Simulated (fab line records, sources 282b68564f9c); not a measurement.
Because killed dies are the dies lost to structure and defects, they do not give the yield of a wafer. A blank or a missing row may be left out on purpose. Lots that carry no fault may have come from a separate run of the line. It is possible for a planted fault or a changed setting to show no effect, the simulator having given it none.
Code-filled problem report in 8D (eight disciplines) form	flow rit_cmos	the parts of the form that need people (team, actions taken, sign-off) are left out

1. THE PROBLEM
heater_power_total_W at RIT_M1_SOFTBAKE_05 reads a mean of 35.79 W on 6 wafers of 2 lots; wafers without a fault read 34.56 W with a standard deviation of 0.05. Measured from the usual mean, that is +25 standard deviations.
The step: time 60 s.
First observed at day 6 04:03: wafer L245.1, on litho_track-01. At this step, 18 wafers from 6 lots have a number in the record. By rule, "out" or "out of limits" means more than 4 standard deviations away from the usual mean. The other wafers with a number count as sound.

2. WHAT THIS IS AND IS NOT
question	is	is not
which readings at this step	heater_power_total_W, plate_temp_C	-
which lots	L245, L249	L236, L238, L251, L254
which wafers of those lots	all that have a number	-
read on which tools	litho_track-01	litho_track-02, litho_track-04
when	from day 6 04:03	up to then (6 sound wafers); but 6 sound wafers of L251, L254 came after

3. SUSPECTS, AND WHAT RULES EACH OUT
Counting: a tool at any process step up to the reading remains a suspect when it ran all the lots that are out and ran no sound lot after the first of those.
- pvd_sputter-03 at RIT_M1_SPUTTER_00 (material Al, target thk 400 nm, time 500 s): ruled out as a lasting fault. Following L245 (day 6 03:16), the first lot on it that is out, the sound lots L251 were run on it.
- litho_track-01 at RIT_M1_SOFTBAKE_05 (time 60 s): kept. All lots that are out passed through it, beginning with L245 at day 6 04:03, and no sound lot followed; its final sound lot before that point was L236 at day 4 07:43. Out on those wafers are its own readings of heater_power_total_W, plate_temp_C.
After counting, what remains is litho_track-01 at RIT_M1_SOFTBAKE_05.

4. THE CAUSE (what the simulator had put in)
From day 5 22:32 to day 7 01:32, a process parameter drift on litho_track-01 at RIT_M1_SOFTBAKE_05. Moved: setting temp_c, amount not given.
Counting left only this tool.

5. THE EFFECT CHAIN, in route order
Each row: a reading where the mean over the struck wafers with a number is more than 3 standard deviations away from the usual. Only readings whose record carries a usual standard deviation are examined. hours: median over the lots of the time between each lot's start at the first step of this table that gives one and its start at this step. sigmas: the change, counted in usual standard deviations.
hours	step	reading	usual	on struck wafers	change	sigmas
0	RIT_M1_SOFTBAKE_05	heater_power_total_W	34.56 W	35.79	+1.23	+25
0	RIT_M1_SOFTBAKE_05	plate_temp_C	90.04 C	92.47	+2.43	+19
Process steps it contains:
- RIT_M1_SOFTBAKE_05: time 60 s.
Later steps that measure or inspect, where all struck wafers having a row at the step show a number for every such reading and not one has moved that far: RIT_M1_CD_MEAS_09.

6. HOW IT WOULD HAVE BEEN CAUGHT EARLIER
In this record the first reading out of limits was taken at day 6 04:03, 6 hours after the fault began at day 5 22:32.
